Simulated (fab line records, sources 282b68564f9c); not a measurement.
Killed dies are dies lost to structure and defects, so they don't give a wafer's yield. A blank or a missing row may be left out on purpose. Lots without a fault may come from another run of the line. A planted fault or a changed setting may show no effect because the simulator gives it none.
fab line records | flow rit_cmos | part 2 of 2: steps 40 to 43 of 43
record lots=7 wafers=21 last_day=7
route steps=202 shown SDANNEAL@155 PSD@157 NSD@158 PLDD@159 NLDD@160 SILICIDE@161 CONTACT@168 M1@184
lots that met no fault: from a run of the same line without faults
start_h: hours from the record's first day to the start of the lot's first wafer shown | wait_h: hours since the lot's step before | " the same as in the row above | L1.1+2: a row that stands for several wafers | - no value, or no start given | * or withheld: withheld | < > ~ a bound
route shown NAME@n: a module of which the file shows steps, and the number in the route of the first | usual: mean/standard deviation of fault-free wafers | same: alike in all rows | chamber/n: place in a boat | sites: the reading at each site | _std_site: their standard deviation | _edge_site: outer sites' mean less inner sites' | radius_mm: how far each site lies from the wafer's centre | mask NAME#n: copy n | behind: the tool/chamber that last shaped the wafer | hold: why the lot was held/for how many hours/how that ended | device: the transistor (n, p or np) that didn't switch | end of line: the same wafers' tests at the end of the route | a step without rows: its recipe alone | killed: dies lost to structure and defects at the first sort, not the wafer's yield | map: a wafer's dies, x killed, . not, _ none there
set.NAME: the setting as run; set.NAME@STEP: as run at that earlier step | model.NAME: the simulator's own value behind a step, which no gauge read
lots at some steps of the route; a table a step, a row a wafer
services: from which hour (start_h, from the record's first day; less than 0 if before it) a tool's chamber was out of use, for how many hours, and why
## steps
# step RIT_M1_OVL_MEAS_10
# usual M1_OVL=0.9/1.4
# columns lot.wafer tool chamber start_h wait_h M1_OVL[nm]
L513.3 overlay-01 - 83.62 0.1 1.3
L513.4 " - " " 1.0
L513.6 " - " " 2.2
L514.1 overlay-01 - 83.98 0.1 1.2
L514.2 " - " " 1.0
L514.4 " - " " 0.4
L516.2 overlay-01 - 89.88 0.1 2.5
L516.4 " - " " 1.9
L516.5 " - " " 2.6
L518.1 overlay-02 - 104.90 0.1 -0.7
L518.4 " - " " -2.1
L518.5 " - " " -1.3
L521.2 overlay-01 - 116.85 0.1 1.8
L521.4 " - " " 2.7
L521.5 " - " " -0.2
L525.1 overlay-01 - 136.26 0.1 0.7
L525.3 " - " " -0.1
L525.4 " - " " -1.0
L532.1 overlay-02 - 170.61 0.1 1.4
L532.2 " - " " 1.1
L532.4 " - " " 1.8
# step RIT_M1_HARDBAKE_11
# recipe resist=NOVOLAK temp_c=140 time_s=120
# step RIT_M1_METAL_ETCH_12
# recipe stop_on=SiO2 chemistry=Cl2/BCl3 target=Al time_s=165 over_etch_frac=0.5 pressure_mtorr=100 target_depth_a=6000 rf_w=250 Cl2_flow_sccm=60 bcl3_flow_sccm=50
# usual drypump_motor_current_A=5.7/0.36 oes_product_au=0.784/0.013 throttle_valve_pct=8.31/0.1
# columns lot.wafer tool chamber start_h wait_h drypump_motor_current_A oes_product_au rf_hours_counter_h throttle_valve_pct
L513.3 rie_metal-01 1 84.06 0.2 5.0 0.784 - 8.28
L513.4 " 0 " " 6.1 0.786 - 8.47
L513.6 " 1 " " 5.0 0.785 - 8.26
L514.1 rie_metal-03 0 84.26 0.2 5.5 0.789 4 8.16
L514.2 " 1 " " 5.9 0.794 4 8.33
L514.4 " 1 " " 6.0 0.798 - 8.33
L516.2 rie_metal-01 1 90.16 0.2 5.0 0.793 1 8.26
L516.4 " 1 " " 5.0 0.803 - 8.27
L516.5 " 1 " " 5.0 0.800 - 8.28
L518.1 rie_metal-04 0 105.19 0.2 6.0 0.766 35 8.30
L518.4 " 1 " " 5.6 0.771 - 8.25
L518.5 " 1 " " 5.6 0.766 - 8.25
L521.2 rie_metal-04 1 117.13 0.2 5.6 0.776 40 8.26
L521.4 " 1 " " 5.6 0.774 - 8.25
L521.5 " 0 " " 6.0 0.774 - 8.30
L525.1 rie_metal-01 0 136.55 0.2 6.1 0.789 1 8.48
L525.3 " 0 " " 6.1 0.793 - 8.47
L525.4 " 1 " " 5.0 0.791 - 8.28
L532.1 rie_metal-04 1 170.90 0.2 5.6 0.801 0 8.26
L532.2 " 0 " " 6.0 0.789 0 8.31
L532.4 " 0 " " 6.0 0.797 - 8.32
# step RIT_M1_PROBE_99
# usual killed_at_contacts=0.0/0.22 killed_at_front_end=7/3.1 killed_dies=7/3.1 killed_open=3.5/2.2 killed_short=3.3/1.9
# same gross_dies=264 killed_at_M0_to_M3=0 killed_at_M4_up=0 killed_at_back_side=0 killed_at_other=0
# columns lot.wafer tool chamber start_h wait_h killed_at_contacts killed_at_front_end killed_dies killed_open killed_short model.etest.npoly_sal.rs_ohm_sq model.etest.ppoly_sal.rs_ohm_sq model.etest.pplus_sal.rs_ohm_sq model.etest.nplus_sal.rs_ohm_sq model.etest.pplus_sal.line_ohm_um model.etest.nplus_sal.line_ohm_um model.etest.contact_pplus.rc_ohm model.etest.contact_nplus.rc_ohm
L513.3 prober-01 - 86.37 0.2 0 2 2 2 0 4.314 4.259 4.266 4.275 1.24 1.238 1.335 1.456
L513.4 prober-01 - 86.42 0.2 0 2 2 1 1 4.264 4.221 4.219 4.207 1.23 1.237 1.339 1.334
L513.6 prober-01 - 86.52 0.2 0 10 10 5 5 4.282 4.285 4.242 4.262 1.234 1.23 1.325 1.386
L514.1 prober-01 - 86.57 0.2 0 6 6 5 1 8.124 8.043 8.015 8.011 2.322 2.293 2.391 2.313
L514.2 prober-01 - 86.62 0.2 0 6 6 3 3 8.216 8.051 8.066 8.061 2.293 2.299 2.387 2.317
L514.4 prober-01 - 86.72 0.2 0 7 7 4 3 8.265 8.126 8.03 8.048 2.323 2.322 2.381 2.379
L516.2 prober-02 - 93.63 0.1 0 6 6 4 2 8.19 8.009 8.034 8.054 2.292 2.287 2.334 2.43
L516.4 prober-02 - 93.73 0.2 0 7 7 2 5 8.33 8.066 8.087 8.148 2.38 2.379 2.406 2.309
L516.5 prober-02 - 93.78 0.2 0 7 7 5 2 8.214 8.047 8.12 8.031 2.338 2.332 2.369 2.445
L518.1 prober-02 - 108.51 0.1 0 10 10 4 6 8.245 8.172 8.102 8.113 2.327 2.338 2.393 2.475
L518.4 prober-02 - 108.66 0.2 0 6 6 4 2 8.227 8.11 8.095 8.026 2.34 2.358 2.366 2.36
L518.5 prober-02 - 108.71 0.2 0 5 5 5 0 8.121 7.995 8.052 7.893 2.301 2.32 2.448 2.384
L521.2 prober-01 - 119.45 0.1 0 5 5 3 2 4.326 4.273 4.265 4.292 1.233 1.244 1.409 1.377
L521.4 prober-01 - 119.55 0.2 0 3 3 1 2 4.383 4.325 4.368 4.324 1.254 1.25 1.385 1.408
L521.5 prober-01 - 119.60 0.2 0 14 14 7 7 4.365 4.366 4.354 4.347 1.259 1.254 1.374 1.405
L525.1 prober-01 - 138.80 0.1 0 8 8 6 2 4.319 4.3 4.281 4.283 1.254 1.227 1.395 1.384
L525.3 prober-01 - 138.90 0.2 1 7 8 2 6 4.406 4.345 4.424 4.361 1.269 1.262 1.429 1.422
L525.4 prober-01 - 138.95 0.2 0 10 10 8 2 4.353 4.355 4.324 4.301 1.26 1.25 1.43 1.392
L532.1 prober-01 - 173.55 0.1 0 6 6 5 1 4.254 4.247 4.252 4.219 1.235 1.236 1.357 1.303
L532.2 prober-01 - 173.60 0.1 0 4 4 1 3 4.26 4.264 4.231 4.231 1.201 1.228 1.32 1.353
L532.4 prober-01 - 173.70 0.2 0 10 10 4 6 4.287 4.276 4.254 4.258 1.224 1.219 1.299 1.405
# killed by level:class
L513.3 REOX:geometric_particle:open=1 SPACER:geometric_particle:open=1
L513.4 GATE:geometric_particle:short=1 REOX:geometric_particle:open=1
L513.6 GATE:geometric_particle:short=4 GATE:geometric_particle:open=3 SILICIDE:geometric_particle:open=2 SPACER:geometric_particle:short=1
L514.1 SPACER:geometric_particle:open=2 FOX2:geometric_particle:open=1 GATE:geometric_particle:open=1 REOX:geometric_particle:short=1 REOX:geometric_particle:open=1
L514.2 GATE:geometric_particle:open=2 GATE:geometric_particle:short=1 SPACER:geometric_particle:open=1 SPACER:geometric_particle:short=1 SILICIDE:geometric_particle:short=1
L514.4 FOX2:geometric_particle:open=2 FOX1:geometric_particle:open=1 GATE:geometric_particle:open=1 GATE:geometric_particle:short=1 SPACER:geometric_particle:short=1 SILICIDE:geometric_particle:short=1
L516.2 REOX:geometric_particle:open=2 GATE:geometric_particle:short=1 GATE:geometric_particle:open=1 SILICIDE:geometric_particle:open=1 SILICIDE:geometric_particle:short=1
L516.4 GATE:geometric_particle:short=2 FOX1:geometric_particle:open=1 FOX1:geometric_particle:short=1 REOX:geometric_particle:open=1 REOX:geometric_particle:short=1 SILICIDE:geometric_particle:short=1
L516.5 GATE:geometric_particle:short=2 GATE:geometric_particle:open=2 REOX:geometric_particle:open=2 SPACER:geometric_particle:open=1
L518.1 SPACER:geometric_particle:short=5 SPACER:geometric_particle:open=2 FOX2:geometric_particle:open=1 GATE:geometric_particle:short=1 GATE:geometric_particle:open=1
L518.4 GATE:geometric_particle:open=3 SPACER:geometric_particle:short=2 FOX1:geometric_particle:open=1
L518.5 GATE:geometric_particle:open=3 REOX:geometric_particle:open=1 SPACER:geometric_particle:open=1
L521.2 GATE:geometric_particle:open=2 GATE:geometric_particle:short=1 REOX:geometric_particle:open=1 SILICIDE:geometric_particle:short=1
L521.4 FOX1:geometric_particle:open=1 FOX1:geometric_particle:short=1 SPACER:geometric_particle:short=1
L521.5 FOX1:geometric_particle:open=4 GATE:geometric_particle:short=2 SILICIDE:geometric_particle:short=2 FOX1:geometric_particle:short=1 GATE:geometric_particle:open=1 REOX:geometric_particle:open=1 REOX:geometric_particle:short=1 SPACER:geometric_particle:short=1
L525.1 SPACER:geometric_particle:open=3 GATE:geometric_particle:short=2 FOX1:geometric_particle:open=1 GATE:geometric_particle:open=1 REOX:geometric_particle:open=1
L525.3 REOX:geometric_particle:short=3 GATE:geometric_particle:short=1 GATE:geometric_particle:open=1 SPACER:geometric_particle:short=1 SILICIDE:geometric_particle:open=1 CONTACT:geometric_particle:short=1
L525.4 GATE:geometric_particle:open=3 FOX1:geometric_particle:open=2 SILICIDE:geometric_particle:open=2 GATE:geometric_particle:short=1 REOX:geometric_particle:open=1 SPACER:geometric_particle:short=1
L532.1 REOX:geometric_particle:open=2 FOX1:geometric_particle:open=1 SPACER:geometric_particle:open=1 SILICIDE:geometric_particle:short=1 SILICIDE:geometric_particle:open=1
L532.2 FOX1:geometric_particle:short=2 FOX2:geometric_particle:short=1 SILICIDE:geometric_particle:open=1
L532.4 SILICIDE:geometric_particle:short=3 FOX1:geometric_particle:open=2 FOX1:geometric_particle:short=2 GATE:geometric_particle:short=1 GATE:geometric_particle:open=1 SILICIDE:geometric_particle:open=1
## services
# columns tool chamber start_h hours kind
pvd_sputter-04 - 59.30 7.0 repair
rie_metal-03 1 76.17 5.1 repair
plasma_asher-04 - 99.22 2.8 pm
plasma_asher-03 - 114.53 2.8 pm
rie_metal-01 - 127.01 1.3 repair
rie_metal-04 - 136.12 20.0 pm
rie_metal-04 0 136.12 20.0 vent_cycle
rie_metal-04 1 136.12 20.0 vent_cycle
rie_metal-01 0 136.95 4.2 repair
rie_metal-01 1 138.84 16.7 repair
plasma_asher-01 - 140.96 4.8 repair
rie_metal-04 0 156.12 - clean
rie_metal-04 1 156.12 - clean
pvd_sputter-01 - 157.75 6.6 repair
pvd_sputter-03 - 161.02 0.7 repair
## key
first_sign none at tools or gauges
model_effect step=RIT_M1_PROBE_99 value=etest.npoly_sal.rs_ohm_sq without=4.365 struck=8.215
met_at RIT_SILICIDE_RTA_06
struck_wafers L514.1,L514.2,L514.4,L516.2,L516.4,L516.5,L518.1,L518.4,L518.5
tester_left_out L514,L516,L518
onset_between 79.38 80.09
fault kind=process_parameter_drift tool=rtp_anneal-02 chamber=- onset_h=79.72 steps=RIT_SILICIDE_RTA_06 channel=time_s offset=* shape=step end_h=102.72 acts_in=* stated=*
# tester_left_out: of these lots the tester's yield and bins aren't shown, on N5 and GAA mostly nor the transistor test; their killed dies are dies lost to structure and defects alone, not to doping, threshold or leakage, so they don't give the yield
